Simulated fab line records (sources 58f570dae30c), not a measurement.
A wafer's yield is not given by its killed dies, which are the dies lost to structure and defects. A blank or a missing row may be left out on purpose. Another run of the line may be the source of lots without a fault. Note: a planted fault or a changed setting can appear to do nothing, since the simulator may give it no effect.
Check of tool commonality / flow berkeley-cmos170 / Lots sampled 14, wafers sampled 42

REASON IT WAS OPENED
2 of 14 lots carry a flag on the reading PSD_RS at UCB170_SDANNEAL_RS_MEAS_02. No-fault wafers: 75.5 ohm/sq, standard deviation 0.31.
Rule: a lot is flagged in two cases, either no wafer of it has a number, or all its wafers with numbers fall more than 4 standard deviations from that mean. All remaining lots are regarded as sound.

lot=L788; measured=day 6 17:40; on=film-metro-01; PSD_RS (ohm/sq), wafer by wafer=75.2 75.5 75.0; flag=
lot=L787; measured=day 6 18:02; on=film-metro-04; PSD_RS (ohm/sq), wafer by wafer=75.9 75.7 75.6; flag=
lot=L789; measured=day 6 20:13; on=film-metro-01; PSD_RS (ohm/sq), wafer by wafer=75.4 75.3 75.3; flag=
lot=L790; measured=day 6 20:58; on=film-metro-04; PSD_RS (ohm/sq), wafer by wafer=76.3 76.1 76.2; flag=
lot=L792; measured=day 7 07:38; on=film-metro-03; PSD_RS (ohm/sq), wafer by wafer=75.7 75.8 75.6; flag=
lot=L793; measured=day 7 08:09; on=film-metro-04; PSD_RS (ohm/sq), wafer by wafer=75.7 75.5 75.2; flag=
lot=L794; measured=day 7 20:55; on=film-metro-01; PSD_RS (ohm/sq), wafer by wafer=75.1 75.4 75.4; flag=
lot=L798; measured=day 8 15:13; on=film-metro-03; PSD_RS (ohm/sq), wafer by wafer=75.6 75.4 75.4; flag=
lot=L799; measured=day 9 02:24; on=film-metro-04; PSD_RS (ohm/sq), wafer by wafer=75.9 75.6 75.8; flag=
lot=L803; measured=day 9 19:20; on=film-metro-04; PSD_RS (ohm/sq), wafer by wafer=83.7 84.1 84.1; flag=FLAGGED
lot=L802; measured=day 9 19:58; on=film-metro-04; PSD_RS (ohm/sq), wafer by wafer=84.3 84.1 84.0; flag=FLAGGED
lot=L807; measured=day 10 19:14; on=film-metro-01; PSD_RS (ohm/sq), wafer by wafer=75.3 75.5 75.4; flag=
lot=L809; measured=day 10 23:10; on=film-metro-01; PSD_RS (ohm/sq), wafer by wafer=74.9 74.8 74.8; flag=
lot=L810; measured=day 11 15:32; on=film-metro-04; PSD_RS (ohm/sq), wafer by wafer=75.7 75.4 75.5; flag=
Average over the flagged lots: 84.0 ohm/sq; offset from the usual +8.5 ohm/sq, equal to +28 standard deviations.

WHICH TOOL EACH LOT WENT THROUGH
The record holds 1 process step before the reading, out of a route of 331 steps. Each cell gives the tool, then ch followed by the chambers the sampled wafers passed through, then the start.
lot=L788; flag=; UCB170_SDANNEAL_RTA_01=rtp-anneal-01 ch 0, day 6 17:35
lot=L787; flag=; UCB170_SDANNEAL_RTA_01=rtp-anneal-02 ch 0, day 6 17:59
lot=L789; flag=; UCB170_SDANNEAL_RTA_01=rtp-anneal-01 ch 0, day 6 20:09
lot=L790; flag=; UCB170_SDANNEAL_RTA_01=rtp-anneal-02 ch 0, day 6 20:55
lot=L792; flag=; UCB170_SDANNEAL_RTA_01=rtp-anneal-01 ch 0, day 7 07:32
lot=L793; flag=; UCB170_SDANNEAL_RTA_01=rtp-anneal-01 ch 0, day 7 08:05
lot=L794; flag=; UCB170_SDANNEAL_RTA_01=rtp-anneal-01 ch 0, day 7 20:52
lot=L798; flag=; UCB170_SDANNEAL_RTA_01=rtp-anneal-02 ch 0, day 8 15:10
lot=L799; flag=; UCB170_SDANNEAL_RTA_01=rtp-anneal-01 ch 0, day 9 02:20
lot=L803; flag=FLAGGED; UCB170_SDANNEAL_RTA_01=rtp-anneal-01 ch 0, day 9 19:16
lot=L802; flag=FLAGGED; UCB170_SDANNEAL_RTA_01=rtp-anneal-01 ch 0, day 9 19:54
lot=L807; flag=; UCB170_SDANNEAL_RTA_01=rtp-anneal-02 ch 0, day 10 19:11
lot=L809; flag=; UCB170_SDANNEAL_RTA_01=rtp-anneal-02 ch 0, day 10 23:07
lot=L810; flag=; UCB170_SDANNEAL_RTA_01=rtp-anneal-02 ch 0, day 11 15:28
What these steps do:
- UCB170_SDANNEAL_RTA_01: time 5 s.
- UCB170_SDANNEAL_RS_MEAS_02: measures by four-point-probe.

FLAGGED AGAINST TOTAL, ONE TOOL AT A TIME (gauges that did the reading follow at the end)
step=UCB170_SDANNEAL_RTA_01; tool=rtp-anneal-01; lots run=8; flagged=2; share of the flagged lots=all; sound lots run after its first flagged lot=0
step=UCB170_SDANNEAL_RTA_01; tool=rtp-anneal-02; lots run=6; flagged=0; share of the flagged lots=none; sound lots run after its first flagged lot=-
step=UCB170_SDANNEAL_RS_MEAS_02; tool=film-metro-01; lots run=5; flagged=0; share of the flagged lots=none; sound lots run after its first flagged lot=-
step=UCB170_SDANNEAL_RS_MEAS_02; tool=film-metro-03; lots run=2; flagged=0; share of the flagged lots=none; sound lots run after its first flagged lot=-
step=UCB170_SDANNEAL_RS_MEAS_02; tool=film-metro-04; lots run=7; flagged=2; share of the flagged lots=all; sound lots run after its first flagged lot=1 (L810)

WHAT IS ALLOWED BY THE TABLE
rtp-anneal-01 at UCB170_SDANNEAL_RTA_01 and film-metro-04 at UCB170_SDANNEAL_RS_MEAS_02 are the 2 rows of the table that ran each flagged lot.
- rtp-anneal-01 at UCB170_SDANNEAL_RTA_01: 2 of its 8 lots flagged. Its last sound lot is L799 (day 9 02:20), its first flagged lot L803 (day 9 19:16): a fault that began between those two fits.
- film-metro-04 at UCB170_SDANNEAL_RS_MEAS_02: 2 of its 7 lots flagged. Lots that were sound ran on it after the first flagged one (L810); a persistent fault on the entire tool would not allow that.
rtp-anneal-01 at UCB170_SDANNEAL_RTA_01 is the single tool remaining.

WHAT THE SIMULATOR HAD PUT IN
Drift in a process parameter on rtp-anneal-01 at UCB170_SDANNEAL_RTA_01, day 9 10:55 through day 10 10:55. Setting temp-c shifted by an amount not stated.
Struck lots among those shown: L803, L802. The rule given above showed the same thing.
